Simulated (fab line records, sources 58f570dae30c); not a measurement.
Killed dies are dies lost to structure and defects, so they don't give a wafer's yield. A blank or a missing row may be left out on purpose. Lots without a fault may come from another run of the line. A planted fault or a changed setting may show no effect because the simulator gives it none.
fab line records | flow berkeley_cmos170
record lots=5 wafers=15 last_day=12
route steps=331 shown PWELL@54 WELLDRIVE@55 ACTIVE@60 PFIELD@79 FIELD@89 SACOX@97
lots that met no fault: from a run of the same line without faults
start_h: hours from the record's first day to the start of the lot's first wafer shown | wait_h: hours since the lot's step before | " the same as in the row above | L1.1+2: a row that stands for several wafers | - no value, or no start given | * or withheld: withheld | < > ~ a bound
route shown NAME@n: a module of which the file shows steps, and the number in the route of the first | usual: mean/standard deviation of fault-free wafers | same: alike in all rows | chamber/n: place in a boat | sites: the reading at each site | _std_site: their standard deviation | _edge_site: outer sites' mean less inner sites' | radius_mm: how far each site lies from the wafer's centre | mask NAME#n: copy n | behind: the tool/chamber that last shaped the wafer | hold: why the lot was held/for how many hours/how that ended | device: the transistor (n, p or np) that didn't switch | end of line: the same wafers' tests at the end of the route | a step without rows: its recipe alone | killed: dies lost to structure and defects at the first sort, not the wafer's yield | map: a wafer's dies, x killed, . not, _ none there
set.NAME: the setting as run; set.NAME@STEP: as run at that earlier step | model.NAME: the simulator's own value behind a step, which no gauge read
lots at some steps of the route; a table a step, a row a wafer
services: from which hour (start_h, from the record's first day; less than 0 if before it) a tool's chamber was out of use, for how many hours, and why
## steps
# step UCB170_PWELL_WET_ETCH_20
# recipe chemistry=BOE dilution=5:1 target=SiO2 temp_c=25 time_s=22
# columns lot.wafer tool chamber start_h wait_h
L082.3+5+6 wet_bench-04 3 118.77 0.0
L085.1+3+4 wet_bench-04 1 124.21 1.0
L086.2+3+6 wet_bench-01 1 132.03 0.1
L089.1+3+4 wet_bench-04 3 149.01 1.1
L091.3+4+6 wet_bench-01 2 154.03 1.0
# step UCB170_WELLDRIVE_CLEAN_00
# recipe chemistry=SPM temp_c=120 time_s=600
# columns lot.wafer tool chamber start_h wait_h
L082.3+5+6 wet_bench-04 0 118.79 0.0
L085.1+3+4 wet_bench-04 2 128.41 4.2
L086.2+3+6 wet_bench-01 1 132.04 0.0
L089.1+3+4 wet_bench-01 3 149.30 0.3
L091.3+4+6 wet_bench-04 0 154.24 0.2
# step UCB170_WELLDRIVE_OXIDATION_01
# recipe temp_c=1100 ambient=O2 target_thk_a=1990 ox_time_s=9000
# columns lot.wafer tool chamber start_h wait_h
L082.3+5+6 furnace-02 0 120.32 1.4
L085.1+3+4 furnace-02 0 128.58 0.0
L086.2+3+6 furnace-02 0 134.93 2.7
L089.1+3+4 furnace-02 0 149.66 0.2
L091.3+4+6 furnace-02 0 156.03 1.6
# step UCB170_WELLDRIVE_THK_MEAS_02
# recipe reads=SiO2_of_WELLDRIVE_OXIDATION_01
# usual WELLDRIVE_OXIDE_THK=200/3.1
# columns lot.wafer tool chamber start_h wait_h WELLDRIVE_OXIDE_THK[nm]
L082.3 film_metro-04 - 123.84 0.0 201
L082.5 " - " " 199
L082.6 " - " " 200
L085.1 film_metro-01 - 132.08 0.0 195
L085.3 " - " " 195
L085.4 " - " " 196
L086.2 film_metro-03 - 138.44 0.0 200
L086.3 " - " " 200
L086.6 " - " " 196
L089.1 film_metro-01 - 153.16 0.0 200
L089.3 " - " " 199
L089.4 " - " " 202
L091.3 film_metro-01 - 159.55 0.0 200
L091.4 " - " " 202
L091.6 " - " " 204
# step UCB170_WELLDRIVE_ANNEAL_03
# recipe temp_c=1100 time_s=900 ambient=N2
# columns lot.wafer tool chamber start_h wait_h
L082.3+5+6 furnace-01 0 125.96 2.1
L085.1+3+4 furnace-01 0 134.59 2.5
L086.2+3+6 furnace-01 0 139.93 1.5
L089.1+3+4 furnace-01 0 153.22 0.1
L091.3+4+6 furnace-02 0 166.20 6.6
# step UCB170_WELLDRIVE_WET_ETCH_04
# recipe chemistry=BOE dilution=5:1 target=SiO2 temp_c=25 time_s=120
# columns lot.wafer tool chamber start_h wait_h
L082.3+5+6 wet_bench-04 1 128.59 1.4
L085.1+3+4 wet_bench-04 3 139.85 4.0
L086.2+3+6 wet_bench-01 1 141.18 0.0
L089.1+3+4 wet_bench-04 0 154.59 0.1
L091.3+4+6 wet_bench-01 0 167.66 0.2
# step UCB170_ACTIVE_CLEAN_00
# recipe chemistry=SPM temp_c=120 time_s=600
# columns lot.wafer tool chamber start_h wait_h
L082.3+5+6 wet_bench-04 1 128.89 0.3
L085.1+3+4 wet_bench-04 2 140.08 0.2
L086.2+3+6 wet_bench-04 1 141.22 0.0
L089.1+3+4 wet_bench-04 2 154.83 0.2
L091.3+4+6 wet_bench-01 0 167.70 0.0
# step UCB170_ACTIVE_CLEAN_01
# recipe chemistry=dHF dilution=25:1 time_s=60
# columns lot.wafer tool chamber start_h wait_h
L082.3+5+6 wet_bench-01 1 132.01 2.9
L085.1+3+4 wet_bench-01 1 140.36 0.1
L086.2+3+6 wet_bench-01 1 141.39 0.0
L089.1+3+4 wet_bench-04 1 155.21 0.2
L091.3+4+6 wet_bench-01 3 167.87 0.0
# step UCB170_ACTIVE_OXIDATION_02
# recipe temp_c=1000 ambient=O2 target_thk_a=264 ox_time_s=1260
# columns lot.wafer tool chamber start_h wait_h
L082.3+5+6 furnace-04 0 134.53 2.5
L085.1+3+4 furnace-02 0 142.52 2.1
L086.2+3+6 furnace-02 0 142.52 1.1
L089.1+3+4 furnace-04 0 157.52 2.3
L091.3+4+6 furnace-04 0 172.05 4.2
# step UCB170_ACTIVE_THK_MEAS_03
# recipe reads=SiO2_of_ACTIVE_OXIDATION_02
# usual ACTIVE_OXIDE_THK=26.6/0.44
# columns lot.wafer tool chamber start_h wait_h ACTIVE_OXIDE_THK[nm]
L082.3 film_metro-03 - 135.90 0.0 27.0
L082.5 " - " " 27.0
L082.6 " - " " 26.6
L085.1 film_metro-03 - 143.87 0.0 27.1
L085.3 " - " " 27.2
L085.4 " - " " 26.8
L086.2 film_metro-03 - 143.94 0.1 26.2
L086.3 " - " " 26.2
L086.6 " - " " 26.2
L089.1 film_metro-01 - 158.87 0.0 26.3
L089.3 " - " " 26.8
L089.4 " - " " 26.6
L091.3 film_metro-03 - 173.42 0.0 25.6
L091.4 " - " " 25.9
L091.6 " - " " 26.1
# step UCB170_ACTIVE_ANNEAL_04
# recipe temp_c=1000 time_s=900 ambient=N2
# columns lot.wafer tool chamber start_h wait_h
L082.3+5+6 furnace-04 0 138.79 2.9
L085.1+3+4 furnace-02 0 145.12 1.2
L086.2+3+6 furnace-02 0 145.12 1.2
L089.1+3+4 furnace-02 0 164.95 6.1
L091.3+4+6 furnace-02 0 176.05 2.6
# step UCB170_ACTIVE_CVD_05
# recipe material=Si3N4 target_thk_nm=220 temp_c=800 precursor=SiH2Cl2/NH3 time_s=3300 pressure_mtorr=200 sih2cl2_flow_sccm=25 nh3_flow_sccm=75
# columns lot.wafer tool chamber start_h wait_h
L082.3+5+6 lpcvd-02 1 140.04 0.0
L085.1+3+4 lpcvd-01 1 147.05 0.7
L086.2+3+6 lpcvd-01 1 147.05 0.7
L089.1+3+4 lpcvd-02 1 166.20 0.0
L091.3+4+6 lpcvd-02 0 177.30 0.0
# step UCB170_ACTIVE_THK_MEAS_06
# recipe reads=Si3N4_of_ACTIVE_CVD_05
# usual ACTIVE_NITRIDE_THK=219.7/2.2
# columns lot.wafer tool chamber start_h wait_h ACTIVE_NITRIDE_THK[nm]
L082.3 film_metro-01 - 141.98 0.0 221.7
L082.5 " - " " 220.4
L082.6 " - " " 220.6
L085.1 film_metro-02 - 148.97 0.0 219.2
L085.3 " - " " 220.3
L085.4 " - " " 217.7
L086.2 film_metro-03 - 149.04 0.1 221.9
L086.3 " - " " 222.7
L086.6 " - " " 222.3
L089.1 film_metro-02 - 169.08 0.0 218.9
L089.3 " - " " 219.9
L089.4 " - " " 221.1
L091.3 film_metro-03 - 180.23 0.1 219.4
L091.4 " - " " 219.6
L091.6 " - " " 221.1
# step UCB170_ACTIVE_HMDS_07
# recipe prime_time_s=60 prime_temp_c=100
# columns lot.wafer tool chamber start_h wait_h
L082.3+5+6 litho_track-01 0 143.05 1.1
L085.1+3+4 litho_track-01 0 149.41 0.4
L086.2+3+6 litho_track-03 0 149.85 0.8
L089.1+3+4 litho_track-02 0 169.50 0.4
L091.3+4+6 litho_track-02 0 180.32 0.1
# step UCB170_ACTIVE_COAT_08
# recipe resist=KrF spin_rpm=1500 resist_thk_nm=900
# usual spin_speed_rpm=1499.8/0.89
# columns lot.wafer tool chamber start_h wait_h spin_speed_rpm
L082.3 litho_track-01 0 143.20 0.1 1500.0
L082.5 " 0 " " 1498.9
L082.6 " 0 " " 1499.3
L085.1 litho_track-01 0 149.56 0.1 1499.0
L085.3 " 0 " " 1499.9
L085.4 " 0 " " 1499.4
L086.2 litho_track-03 0 150.00 0.1 1499.1
L086.3 " 0 " " 1498.7
L086.6 " 0 " " 1499.2
L089.1 litho_track-02 0 169.65 0.1 1499.6
L089.3 " 0 " " 1500.6
L089.4 " 0 " " 1499.8
L091.3 litho_track-02 0 180.47 0.1 1499.1
L091.4 " 0 " " 1499.8
L091.6 " 0 " " 1498.4
# step UCB170_ACTIVE_SOFTBAKE_09
# recipe resist=KrF temp_c=130 time_s=60
# columns lot.wafer tool chamber start_h wait_h
L082.3+5+6 litho_track-01 0 143.35 0.1
L085.1+3+4 litho_track-01 0 149.71 0.1
L086.2+3+6 litho_track-03 0 150.15 0.1
L089.1+3+4 litho_track-02 0 169.80 0.1
L091.3+4+6 litho_track-02 0 180.62 0.1
# step UCB170_ACTIVE_EXPOSE_10
# recipe mask_id=ACTIVE target_cd_nm=1200 na=0.5 sigma_outer=0.6 source_shape=conventional dose_mj=20
# usual exposure_dose_mJ_cm2=19.986/0.022 focus_offset_nm=0.0/0.57 reticle_temp_C=23.01/0.11 stage_vel_mm_s=500.04/0.25
# columns lot.wafer tool chamber start_h wait_h mask exposure_dose_mJ_cm2 focus_offset_nm reticle_temp_C stage_vel_mm_s
L082.3 krf_scanner-01 0 - - ACTIVE#0 19.986 0.6 23.12 499.81
L082.5 " 0 " " ACTIVE#0 20.002 -0.7 23.11 500.11
L082.6 " 0 " " ACTIVE#0 19.972 0.5 23.09 499.61
L085.1 krf_scanner-02 0 150.07 0.3 ACTIVE#0 19.972 0.0 22.95 500.22
L085.3 " 0 " " ACTIVE#0 19.961 0.4 23.01 500.05
L085.4 " 0 " " ACTIVE#0 19.993 -0.9 23.07 500.07
L086.2 krf_scanner-02 0 150.57 0.4 ACTIVE#0 19.955 0.4 23.16 499.90
L086.3 " 0 " " ACTIVE#0 19.992 -0.7 23.03 499.67
L086.6 " 0 " " ACTIVE#0 19.990 0.0 23.15 499.67
L089.1 krf_scanner-01 0 170.13 0.3 ACTIVE#0 19.962 0.2 22.86 499.67
L089.3 " 0 " " ACTIVE#0 19.995 -0.3 22.86 499.86
L089.4 " 0 " " ACTIVE#0 19.956 0.1 22.95 499.79
L091.3 krf_scanner-02 0 180.76 0.1 ACTIVE#0 19.966 0.0 23.06 499.92
L091.4 " 0 " " ACTIVE#0 19.952 -0.2 22.80 499.62
L091.6 " 0 " " ACTIVE#0 19.968 -0.2 22.93 499.46
# step UCB170_ACTIVE_PEB_11
# recipe peb_temp_c=130 peb_time_s=withheld resist=KrF
# columns lot.wafer tool chamber start_h wait_h
L082.3+5+6 litho_track-03 0 - -
L085.1+3+4 litho_track-01 0 151.14 1.0
L086.2+3+6 litho_track-03 0 151.30 0.7
L089.1+3+4 litho_track-02 0 170.25 0.1
L091.3+4+6 litho_track-02 0 180.89 0.1
# step UCB170_ACTIVE_DEVELOP_12
# recipe developer=TMAH develop_time_s=45 resist=KrF dev_temp_c=21
# columns lot.wafer tool chamber start_h wait_h
L082.3+5+6 litho_track-03 0 - -
L085.1+3+4 litho_track-01 0 - -
L086.2+3+6 litho_track-03 0 - -
L089.1+3+4 litho_track-02 0 - -
L091.3+4+6 litho_track-02 0 - -
# step UCB170_ACTIVE_CD_MEAS_13
# recipe target_cd_nm=1200
# usual cd_nm=1200.2/1.2
# columns lot.wafer tool chamber start_h wait_h cd_nm
L082.3 cd_sem-01 - 144.85 - 1201.4
L082.5 " - " " 1200.2
L082.6 " - " " 1201.2
L085.1 cd_sem-01 - 151.50 - 1200.2
L085.3 " - " " 1200.8
L085.4 " - " " 1200.7
L086.2 cd_sem-01 - 151.64 - 1201.2
L086.3 " - " " 1200.2
L086.6 " - " " 1202.0
L089.1 cd_sem-02 - 170.53 - 1201.2
L089.3 " - " " 1200.8
L089.4 " - " " 1202.0
L091.3 cd_sem-01 - 181.16 - 1199.2
L091.4 " - " " 1199.9
L091.6 " - " " 1199.9
# step UCB170_ACTIVE_OVL_MEAS_14
# usual ACTIVE_OVL=-6/5.3
# columns lot.wafer tool chamber start_h wait_h ACTIVE_OVL[nm]
L082.3 overlay-01 - 144.94 0.1 -3
L082.5 " - " " 0
L082.6 " - " " -7
L085.1 overlay-02 - 151.62 0.1 -14
L085.3 " - " " -11
L085.4 " - " " -12
L086.2 overlay-02 - 151.74 0.1 -14
L086.3 " - " " -5
L086.6 " - " " -9
L089.1 overlay-01 - 170.65 0.1 -3
L089.3 " - " " -4
L089.4 " - " " -3
L091.3 overlay-01 - 181.26 0.1 -3
L091.4 " - " " -2
L091.6 " - " " -3
# step UCB170_ACTIVE_ETCH_15
# recipe chemistry=CH3F/Ar/O2 target=Si3N4 stop_on=SiO2 CH3F_flow_sccm=20 Ar_flow_sccm=50 O2_flow_sccm=7 pressure_mtorr=50 rf_w=450 target_depth_a=2420 over_etch_frac=0.1 time_s=151
# usual chamber_pressure_mTorr=50.00/0.045 drypump_motor_current_A=5.5/0.45 oes_product_au=0.941/0.012 throttle_valve_pct=8.10/0.17
# columns lot.wafer tool chamber start_h wait_h chamber_pressure_mTorr drypump_motor_current_A oes_product_au rf_hours_counter_h throttle_valve_pct
L082.3 rie_diel-04 2 144.96 0.0 49.98 5.2 0.929 41 7.77
L082.5 " 3 " " 49.92 5.7 0.944 - 8.18
L082.6 " 0 " " 50.03 5.7 0.948 - 8.29
L085.1 rie_diel-04 3 151.65 0.0 50.02 5.7 0.940 43 8.18
L085.3 " 2 " " 49.99 5.2 0.926 41 7.77
L085.4 " 0 " " 50.01 5.7 0.940 - 8.29
L086.2 rie_diel-01 0 151.77 0.0 50.04 5.0 0.957 55 8.07
L086.3 " 3 " " 50.00 5.9 0.946 100 8.15
L086.6 " 0 " " 49.93 5.0 0.952 - 8.06
L089.1 rie_diel-01 0 170.68 0.0 50.01 5.0 0.939 56 8.07
L089.3 " 1 " " 50.00 6.3 0.933 16 7.94
L089.4 " 3 " " 49.94 5.9 0.948 101 8.17
L091.3 rie_diel-03 2 181.28 0.0 50.03 5.5 0.955 67 8.20
L091.4 " 1 " " 50.06 4.7 0.961 5 8.06
L091.6 " 0 " " 49.98 5.6 0.941 - 7.87
# step UCB170_ACTIVE_STRIP_16
# recipe chemistry=O2 power_w=400 pressure_mtorr=3500 platen_temp_c=withheld o2_flow_sccm=400 overash_fraction=0.5
# usual chamber_pressure_mTorr=3500/3.1 drypump_motor_current_A=5.9/0.51 oes_product_au=0.722/0.0042 strip_time_to_endpoint_s=18.10/0.11
# columns lot.wafer tool chamber start_h wait_h chamber_pressure_mTorr drypump_motor_current_A oes_product_au rf_hours_counter_h strip_time_to_endpoint_s
L082.3 plasma_asher-02 1 145.10 0.1 3500 5.6 0.723 - 18.19
L082.5 " 1 " " 3497 5.6 0.730 - 18.10
L082.6 " 0 " " 3505 6.6 0.728 - 18.09
L085.1 plasma_asher-02 1 151.76 0.1 3505 5.6 0.718 43 18.19
L085.3 " 1 " " 3503 5.6 0.727 - 18.23
L085.4 " 0 " " 3496 6.6 0.723 - 18.14
L086.2 plasma_asher-03 1 151.88 0.1 3500 6.6 0.720 34 18.09
L086.3 " 0 " " 3499 5.4 0.717 - 18.21
L086.6 " 0 " " 3500 5.4 0.716 - 18.02
L089.1 plasma_asher-03 0 170.78 0.1 3499 5.4 0.717 37 18.02
L089.3 " 1 " " 3502 6.6 0.722 - 17.96
L089.4 " 0 " " 3500 5.4 0.722 - 18.15
L091.3 plasma_asher-03 0 181.41 0.1 3499 5.4 0.714 - 18.15
L091.4 " 1 " " 3497 6.6 0.720 - 18.00
L091.6 " 0 " " 3497 5.4 0.721 - 18.13
# step UCB170_ACTIVE_CD_MEAS_90
# recipe target_cd_nm=1200
# usual cd_nm=1200.2/1.2
# columns lot.wafer tool chamber start_h wait_h cd_nm
L082.3 cd_sem-02 - 145.20 0.1 1201.5
L082.5 " - " " 1200.4
L082.6 " - " " 1201.5
L085.1 cd_sem-01 - 151.98 0.2 1200.2
L085.3 " - " " 1200.1
L085.4 " - " " 1201.3
L086.2 cd_sem-02 - 152.12 0.2 1200.9
L086.3 " - " " 1200.5
L086.6 " - " " 1201.9
L089.1 cd_sem-01 - 170.88 0.1 1201.7
L089.3 " - " " 1200.5
L089.4 " - " " 1201.7
L091.3 cd_sem-01 - 181.52 0.1 1198.7
L091.4 " - " " 1199.9
L091.6 " - " " 1200.8
# step UCB170_ACTIVE_CLEAN_17
# recipe chemistry=SPM temp_c=120 time_s=600
# columns lot.wafer tool chamber start_h wait_h
L082.3+5+6 wet_bench-01 0 148.58 3.4
L085.1+3+4 wet_bench-04 2 153.28 1.3
L086.2+3+6 wet_bench-04 0 153.28 1.1
L089.1+3+4 wet_bench-01 0 172.63 1.7
L091.3+4+6 wet_bench-04 3 181.60 0.1
# step UCB170_PFIELD_HMDS_00
# recipe prime_time_s=60 prime_temp_c=100
# columns lot.wafer tool chamber start_h wait_h
L082.3+5+6 litho_track-01 0 149.01 0.3
L085.1+3+4 litho_track-01 0 153.45 0.0
L086.2+3+6 litho_track-02 0 153.51 0.1
L089.1+3+4 litho_track-01 0 173.52 0.7
L091.3+4+6 litho_track-04 0 182.15 0.4
# step UCB170_PFIELD_COAT_01
# recipe resist=KrF spin_rpm=1500 resist_thk_nm=900
# usual spin_speed_rpm=1499.9/1.1
# columns lot.wafer tool chamber start_h wait_h spin_speed_rpm
L082.3 litho_track-01 0 149.16 0.1 1499.9
L082.5 " 0 " " 1498.7
L082.6 " 0 " " 1501.4
L085.1 litho_track-01 0 153.60 0.1 1499.4
L085.3 " 0 " " 1499.3
L085.4 " 0 " " 1499.5
L086.2 litho_track-02 0 153.66 0.1 1497.8
L086.3 " 0 " " 1498.0
L086.6 " 0 " " 1499.6
L089.1 litho_track-01 0 173.67 0.1 1500.7
L089.3 " 0 " " 1501.9
L089.4 " 0 " " 1500.7
L091.3 litho_track-04 0 182.30 0.1 1499.7
L091.4 " 0 " " 1499.4
L091.6 " 0 " " 1500.4
# step UCB170_PFIELD_SOFTBAKE_02
# recipe resist=KrF temp_c=130 time_s=60
# columns lot.wafer tool chamber start_h wait_h
L082.3+5+6 litho_track-01 0 149.31 0.1
L085.1+3+4 litho_track-01 0 153.75 0.1
L086.2+3+6 litho_track-02 0 153.81 0.1
L089.1+3+4 litho_track-01 0 173.82 0.1
L091.3+4+6 litho_track-04 0 182.45 0.1
# step UCB170_PFIELD_EXPOSE_03
# recipe mask_id=PFIELD na=0.5 sigma_outer=0.6 source_shape=conventional target_cd_nm=1500 dose_mj=30
# usual exposure_dose_mJ_cm2=30.003/0.029 focus_offset_nm=0.0/0.54 reticle_temp_C=22.99/0.11 stage_vel_mm_s=499.98/0.25
# columns lot.wafer tool chamber start_h wait_h mask exposure_dose_mJ_cm2 focus_offset_nm reticle_temp_C stage_vel_mm_s
L082.3 krf_scanner-02 0 - - PFIELD#0 30.019 0.4 22.91 500.02
L082.5 " 0 " " PFIELD#0 30.017 0.0 22.90 500.03
L082.6 " 0 " " PFIELD#0 30.018 0.0 22.91 499.95
L085.1 krf_scanner-01 0 - - PFIELD#0 30.021 0.9 22.99 500.36
L085.3 " 0 " " PFIELD#0 30.019 -0.2 23.05 500.01
L085.4 " 0 " " PFIELD#0 30.028 0.9 23.08 499.92
L086.2 krf_scanner-01 0 - - PFIELD#0 30.023 0.2 22.97 499.97
L086.3 " 0 " " PFIELD#0 29.986 0.5 22.88 500.24
L086.6 " 0 " " PFIELD#0 29.997 0.2 22.91 499.66
L089.1 krf_scanner-02 0 173.97 0.1 PFIELD#0 30.000 0.0 22.92 500.02
L089.3 " 0 " " PFIELD#0 29.994 0.5 22.96 499.69
L089.4 " 0 " " PFIELD#0 30.043 -0.5 23.06 499.98
L091.3 krf_scanner-02 0 182.59 0.1 PFIELD#0 29.968 -0.3 23.04 499.89
L091.4 " 0 " " PFIELD#0 29.991 -0.3 22.91 499.70
L091.6 " 0 " " PFIELD#0 30.029 0.1 22.96 499.87
# step UCB170_PFIELD_PEB_04
# recipe peb_temp_c=130 peb_time_s=withheld resist=KrF
# columns lot.wafer tool chamber start_h wait_h
L082.3+5+6 litho_track-04 0 - -
L085.1+3+4 litho_track-01 0 - -
L086.2+3+6 litho_track-02 0 - -
L089.1+3+4 litho_track-01 0 174.97 1.0
L091.3+4+6 litho_track-01 0 182.73 0.1
# step UCB170_PFIELD_DEVELOP_05
# recipe developer=TMAH develop_time_s=45 resist=KrF dev_temp_c=21
# columns lot.wafer tool chamber start_h wait_h
L082.3+5+6 litho_track-04 0 - -
L085.1+3+4 litho_track-01 0 - -
L086.2+3+6 litho_track-02 0 - -
L089.1+3+4 litho_track-01 0 - -
L091.3+4+6 litho_track-01 0 - -
# step UCB170_PFIELD_OVL_MEAS_06
# usual PFIELD_OVL=4/5
# columns lot.wafer tool chamber start_h wait_h PFIELD_OVL[nm]
L082.3 overlay-01 - 150.98 - 1
L082.5 " - " " -5
L082.6 " - " " -4
L085.1 overlay-02 - 155.98 - 16
L085.3 " - " " 11
L085.4 " - " " 11
L086.2 overlay-01 - 156.11 - 0
L086.3 " - " " 9
L086.6 " - " " -2
L089.1 overlay-02 - 175.25 - 8
L089.3 " - " " 4
L089.4 " - " " 3
L091.3 overlay-02 - 182.96 - -7
L091.4 " - " " 2
L091.6 " - " " 12
# step UCB170_PFIELD_IMPLANT_07
# recipe species=B dose_cm2=2e+13 energy_kev=80 tilt_deg=7
# columns lot.wafer tool chamber start_h wait_h
L082.3+5+6 implanter-03 0 151.05 0.1
L085.1+3+4 implanter-03 0 156.01 0.0
L086.2+3+6 implanter-01 0 156.17 0.0
L089.1+3+4 implanter-03 0 175.28 0.0
L091.3+4+6 implanter-03 0 183.04 0.1
# step UCB170_PFIELD_STRIP_08
# recipe chemistry=O2 power_w=400 pressure_mtorr=3500 platen_temp_c=withheld o2_flow_sccm=400 overash_fraction=0.5
# usual chamber_pressure_mTorr=3500/3.1 drypump_motor_current_A=6.0/0.64 oes_product_au=0.734/0.0051 strip_time_to_endpoint_s=21.65/0.066
# columns lot.wafer tool chamber start_h wait_h chamber_pressure_mTorr drypump_motor_current_A oes_product_au rf_hours_counter_h strip_time_to_endpoint_s
L082.3 plasma_asher-02 1 151.18 0.1 3496 5.6 0.735 - 21.76
L082.5 " 0 " " 3497 6.5 0.732 - 21.76
L082.6 " 1 " " 3505 5.6 0.736 - 21.72
L085.1 plasma_asher-02 0 156.16 0.1 3502 6.5 0.737 44 21.70
L085.3 " 1 " " 3498 5.6 0.742 - 21.78
L085.4 " 0 " " 3495 6.5 0.733 - 21.70
L086.2 plasma_asher-03 0 156.29 0.1 3497 5.4 0.730 35 21.60
L086.3 " 1 " " 3501 6.6 0.728 - 21.63
L086.6 " 0 " " 3502 5.4 0.740 - 21.63
L089.1 plasma_asher-04 1 175.43 0.1 3493 6.7 0.723 6 21.74
L089.3 " 0 " " 3494 5.1 0.737 - 21.78
L089.4 " 1 " " 3503 6.7 0.729 - 21.77
L091.3 plasma_asher-02 0 183.17 0.1 3504 6.5 0.735 - 21.50
L091.4 " 1 " " 3500 5.6 0.738 - 21.64
L091.6 " 1 " " 3498 5.6 0.727 - 21.59
# step UCB170_PFIELD_TW_MEAS_09
# usual PFIELD_TW=595/4.6
# columns lot.wafer tool chamber start_h wait_h PFIELD_TW
L082.3 film_metro-03 - 151.27 0.1 591
L082.5 " - " " 590
L082.6 " - " " 589
L085.1 film_metro-03 - 156.26 0.1 590
L085.3 " - " " 591
L085.4 " - " " 588
L086.2 film_metro-04 - 156.40 0.1 592
L086.3 " - " " 596
L086.6 " - " " 597
L089.1 film_metro-02 - 175.53 0.1 598
L089.3 " - " " 595
L089.4 " - " " 595
L091.3 film_metro-04 - 183.26 0.1 594
L091.4 " - " " 593
L091.6 " - " " 597
# step UCB170_FIELD_CLEAN_00
# recipe chemistry=dHF dilution=25:1 time_s=7.5
# columns lot.wafer tool chamber start_h wait_h
L082.3+5+6 wet_bench-04 1 153.63 2.3
L085.1+3+4 wet_bench-04 1 156.32 0.1
L086.2+3+6 wet_bench-04 1 156.45 0.0
L089.1+3+4 wet_bench-02 0 175.72 0.2
L091.3+4+6 wet_bench-02 1 183.30 0.0
# step UCB170_FIELD_OXIDATION_01
# recipe temp_c=1000 ambient=H2O p_h2o_torr=584.62 target_thk_a=5583 ox_time_s=7200
# columns lot.wafer tool chamber start_h wait_h
L082.3+5+6 furnace-04 0 154.52 0.9
L085.1+3+4 furnace-01 0 158.67 2.3
L086.2+3+6 furnace-01 0 158.67 2.2
L089.1+3+4 furnace-01 0 177.66 1.9
L091.3+4+6 furnace-04 0 187.11 3.8
# step UCB170_FIELD_THK_MEAS_02
# recipe reads=SiO2_of_FIELD_OXIDATION_01
# usual FIELD_OXIDE_THK=558/9.3
# columns lot.wafer tool chamber start_h wait_h FIELD_OXIDE_THK[nm]
L082.3 film_metro-04 - 157.54 0.0 555
L082.5 " - " " 547
L082.6 " - " " 551
L085.1 film_metro-04 - 161.67 0.0 557
L085.3 " - " " 554
L085.4 " - " " 556
L086.2 film_metro-01 - 161.68 0.0 574
L086.3 " - " " 569
L086.6 " - " " 563
L089.1 film_metro-04 - 180.72 0.1 546
L089.3 " - " " 543
L089.4 " - " " 544
L091.3 film_metro-04 - 190.13 0.0 545
L091.4 " - " " 544
L091.6 " - " " 539
# step UCB170_FIELD_ANNEAL_03
# recipe temp_c=1000 time_s=1200 ambient=N2
# columns lot.wafer tool chamber start_h wait_h
L082.3+5+6 furnace-02 0 160.87 3.3
L085.1+3+4 furnace-02 0 167.45 5.8
L086.2+3+6 furnace-02 0 167.45 5.8
L089.1+3+4 furnace-01 0 184.83 4.1
L091.3+4+6 furnace-04 0 195.11 5.0
# step UCB170_FIELD_WET_ETCH_04
# recipe chemistry=dHF dilution=10:1 target=SiO2 temp_c=25 time_s=60
# columns lot.wafer tool chamber start_h wait_h
L082.3+5+6 wet_bench-04 0 162.20 0.0
L085.1+3+4 wet_bench-02 0 168.78 0.0
L086.2+3+6 wet_bench-02 2 168.78 0.0
L089.1+3+4 wet_bench-02 1 186.19 0.0
L091.3+4+6 wet_bench-02 3 196.62 0.2
# step UCB170_FIELD_WET_ETCH_05
# recipe chemistry=H3PO4 target=Si3N4 temp_c=160 time_s=12600
# columns lot.wafer tool chamber start_h wait_h
L082.3+5+6 wet_bench-04 3 162.23 0.0
L085.1+3+4 wet_bench-02 3 168.83 0.0
L086.2+3+6 wet_bench-02 1 168.83 0.0
L089.1+3+4 wet_bench-02 1 186.21 0.0
L091.3+4+6 wet_bench-02 2 196.64 0.0
# step UCB170_FIELD_WET_ETCH_06
# recipe chemistry=BOE dilution=5:1 target=SiO2 temp_c=25 time_s=22
# columns lot.wafer tool chamber start_h wait_h
L082.3+5+6 wet_bench-02 2 166.08 0.0
L085.1+3+4 wet_bench-02 2 172.43 0.1
L086.2+3+6 wet_bench-02 1 172.43 0.1
L089.1+3+4 wet_bench-04 0 189.79 0.1
L091.3+4+6 wet_bench-04 2 200.15 0.0
# step UCB170_FIELD_THK_MEAS_90
# recipe reads=SiO2_of_FIELD_OXIDATION_01
# usual FIELD_OXIDE_LEFT_1_THK=441/9.2
# columns lot.wafer tool chamber start_h wait_h FIELD_OXIDE_LEFT_1_THK[nm]
L082.3 film_metro-02 - 166.12 0.0 438
L082.5 " - " " 431
L082.6 " - " " 434
L086.2 film_metro-01 - 172.46 0.0 459
L086.3 " - " " 454
L086.6 " - " " 447
L085.1 film_metro-02 - 172.51 0.1 440
L085.3 " - " " 438
L085.4 " - " " 440
L089.1 film_metro-01 - 189.80 0.0 429
L089.3 " - " " 427
L089.4 " - " " 427
L091.3 film_metro-04 - 200.19 0.0 429
L091.4 " - " " 428
L091.6 " - " " 422
# step UCB170_SACOX_CLEAN_00
# recipe chemistry=dHF dilution=25:1 time_s=7.5
# columns lot.wafer tool chamber start_h wait_h
L082.3+5+6 wet_bench-02 2 166.16 0.0
L085.1+3+4 wet_bench-02 0 172.62 0.1
L086.2+3+6 wet_bench-02 1 172.62 0.2
L089.1+3+4 wet_bench-04 1 189.86 0.1
L091.3+4+6 wet_bench-02 1 200.23 0.0
# step UCB170_SACOX_OXIDATION_01
# recipe temp_c=900 ambient=O2 target_thk_a=144 ox_time_s=2400
# columns lot.wafer tool chamber start_h wait_h
L082.3+5+6 furnace-01 0 170.41 4.2
L085.1+3+4 furnace-01 0 174.66 2.0
L086.2+3+6 furnace-01 0 174.66 2.0
L089.1+3+4 furnace-02 0 193.47 3.6
L091.3+4+6 furnace-04 0 205.71 5.5
## services
# columns tool chamber start_h hours kind
furnace-02 - 95.84 2.6 pm
rie_diel-01 - 99.60 0.5 repair
furnace-04 - 103.40 3.4 pm
krf_scanner-01 - 105.06 1.0 pm
implanter-03 - 113.15 10.0 repair
rie_diel-04 - 115.69 0.4 repair
krf_scanner-02 - 117.46 1.3 pm
furnace-01 - 122.82 3.1 pm
rie_diel-01 2 131.92 29.8 repair
wet_bench-02 - 143.56 14.3 repair
plasma_asher-03 - 145.70 2.3 repair
lpcvd-02 - 145.82 6.0 pm
krf_scanner-01 - 146.00 0.8 pm
implanter-03 - 153.08 2.7 repair
lpcvd-02 - 153.27 1.4 repair
implanter-03 - 162.06 2.5 repair
krf_scanner-01 - 170.83 1.3 pm
krf_scanner-01 - 173.94 3.5 repair
furnace-04 - 174.90 3.3 pm
krf_scanner-01 - 177.78 6.8 repair
wet_bench-04 - 182.30 2.1 repair
krf_scanner-02 - 185.25 4.4 pm
krf_scanner-02 - 201.14 1.0 pm
plasma_asher-02 - 203.56 4.3 pm
## key
fault none
